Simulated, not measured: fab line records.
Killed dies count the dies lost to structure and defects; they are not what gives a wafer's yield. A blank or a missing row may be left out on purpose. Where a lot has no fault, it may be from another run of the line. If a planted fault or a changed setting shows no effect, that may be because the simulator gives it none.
2 desks, one fault | flow berkeley_cmos170 | what lay behind the numbers comes last; until then each desk has only its own

## AT THE TOOL OWNER'S DESK: litho_track-01
The tool's own readings at UCB170_PWELL_DEVELOP_12 (develop time 45 s): means of the sampled wafers that have a number, for each lot that ran on this tool. A lot is out of limits, marked OUT, if its mean lies more than 4 standard deviations from the usual mean; the brackets give that distance.
Columns: A = developer_temp_C at UCB170_PWELL_DEVELOP_12, usual 21.02 C
lot  | first seen here | A
L518 | day 3 01:00     | 21.01
L520 | day 3 10:00     | 21.06
L522 | day 3 18:00     | 21.16
L528 | day 5 09:00     | 21.82 (+8.0) OUT
L530 | day 5 15:00     | 21.76 (+7.4) OUT
This desk finds L528, L530 out of limits, L528 being first, at day 5 09:00 (developer_temp_C at UCB170_PWELL_DEVELOP_12). L518, L520, L522: within limits.

## METROLOGY DESK
What the gauges read for every lot (on any tool): the sampled wafers with a number, averaged. A lot is out of limits, marked OUT, if its mean lies more than 4 standard deviations from the usual mean; the brackets give that distance.
Columns: A = START_OXIDE_THK at UCB170_START_THK_MEAS_03, usual 20.1 nm; B = GATE_POLY_THK at UCB170_GATE_THK_MEAS_05, usual 214.6 nm
lot  | first seen here | A    | B
L517 | day 1 16:32     | 20.0 | 215.7
L518 | day 1 20:57     | 19.5 | 214.4
L520 | day 2 03:15     | 19.9 | 210.6
L519 | day 2 03:16     | 20.3 | 215.6
L521 | day 2 12:36     | 19.4 | 217.1
L522 | day 2 14:43     | 19.6 | 212.7
L527 | day 3 15:06     | 20.6 | 217.3
L528 | day 3 20:28     | 19.8 | 214.9
L530 | day 4 06:02     | 20.1 | 214.5
L532 | day 4 16:28     | 19.8 | 213.2
L534 | day 5 01:23     | 20.6 | 211.7
L535 | day 5 08:35     | 20.2 | 212.5
L537 | day 5 20:11     | 20.6 | 215.0
L538 | day 6 00:19     | 20.8 | 214.1
This desk's verdict: no lot among the 14 shows anything out of limits.

## TAKEN TOGETHER
An alarm could have come from the tool owner's desk at day 5 09:00, on L528, L530.
The metrology desk saw nothing out of limits.
The metrology desk holds a record of L528, L530, inside its limits.
Of the lots named, all ran UCB170_PWELL_DEVELOP_12 on litho_track-01.

## WHAT THE SIMULATOR HAD PUT IN
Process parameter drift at UCB170_PWELL_DEVELOP_12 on litho_track-01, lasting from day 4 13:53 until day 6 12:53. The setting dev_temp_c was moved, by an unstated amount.
Shown lots that were struck: L528, L530.
How many hours passed from the start of the fault until each desk's first out-of-limits reading: the tool owner's desk, 19.
